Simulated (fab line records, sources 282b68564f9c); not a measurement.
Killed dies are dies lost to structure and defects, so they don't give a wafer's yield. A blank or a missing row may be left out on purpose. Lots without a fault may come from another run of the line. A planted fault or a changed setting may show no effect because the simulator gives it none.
Which tool did it? | flow rit_cmos | 13 lots, 39 wafers sampled, at 1 step of a route of 202

WHAT THE GAUGES READ, wafer by wafer
The record holds no reading of a measuring or inspecting step that can be judged against a usual standard deviation.

WHICH TOOL RAN EACH LOT (tool, then ch and the chambers of the sampled wafers, then the start)
lot  | RIT_REOX_CLEAN_02
L118 | wet_bench-04 ch 2, day 2 18:23
L120 | wet_bench-03 ch 2, day 3 02:38
L121 | wet_bench-03 ch 3, day 3 06:23
L122 | wet_bench-04 ch 0, day 3 11:11
L124 | wet_bench-01 ch 1, day 3 21:54
L125 | wet_bench-04 ch 3, day 4 06:08
L126 | wet_bench-04 ch 3, day 4 08:56
L129 | wet_bench-01 ch 2, day 5 03:13
L131 | wet_bench-04 ch 0, day 5 11:44
L136 | wet_bench-01 ch 3, day 6 11:36
L138 | wet_bench-01 ch 0, day 6 21:07
L139 | wet_bench-03 ch 1, day 7 03:10
L140 | wet_bench-01 ch 1, day 7 06:32
- RIT_REOX_CLEAN_02: cleans in SC2, time 600 s.

WHAT THE TOOLS THEMSELVES READ (means of the sampled wafers that have a number; where no wafer has one, the mark that the record gives instead)
RIT_REOX_CLEAN_02.
lot  | tool         | run_length_s (s)
L118 | wet_bench-04 | 626
L120 | wet_bench-03 | 623
L121 | wet_bench-03 | 626
L122 | wet_bench-04 | 627
L124 | wet_bench-01 | 635
L125 | wet_bench-04 | 625
L126 | wet_bench-04 | 624
L129 | wet_bench-01 | 627
L131 | wet_bench-04 | 459
L136 | wet_bench-01 | 625
L138 | wet_bench-01 | 625
L139 | wet_bench-03 | 635
L140 | wet_bench-01 | 627

THE ANSWER, worked out from the rows above alone
Rule: what is usual is taken from the lots themselves. Put in order of their means at a reading, lots are off if they are a third of the lots or fewer, leave a main group of 4 or more, and stand apart from it by a gap of 3 or more times the standard deviation of the main group's means; of several such gaps the widest counts. A main group whose means are all the same, to the digits that the tables above print for the reading, isn't used. A lot without any number at a reading at which 4 lots or more have one is off too. The other lots that the step has rows for count as sound. The gauges are gone through in route order, then the tools' own readings, and for those a lot's mean is taken as printed above. The first step at which some lot is off is used, and at that step the reading that is off furthest; a lot without a number counts as furthest.
Off: L131, at RIT_REOX_CLEAN_02 (run_length_s). The main group: mean 627 s, standard deviation 3.7.
A tool fits if, at that step or a process step before it, it ran every lot that is off, and no sound lot after the first of them. One fits: wet_bench-04 at RIT_REOX_CLEAN_02. Its last sound lot is L126 (day 4 08:56), its first lot that is off L131 (day 5 11:44): a fault that began between those two fits.
The tool's own readings at RIT_REOX_CLEAN_02 bear it out: on the lots that are off they differ by more than 5 times the standard deviation of the sound lots' means. run_length_s reads 459 s there against 627 s on the sound lots.

WHAT THE SIMULATOR HAD PUT IN
Process parameter drift: wet_bench-04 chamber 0, from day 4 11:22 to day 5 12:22, at RIT_REOX_CLEAN_02. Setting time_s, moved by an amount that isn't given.
Lots struck among those shown: L131. The rule above found the same.
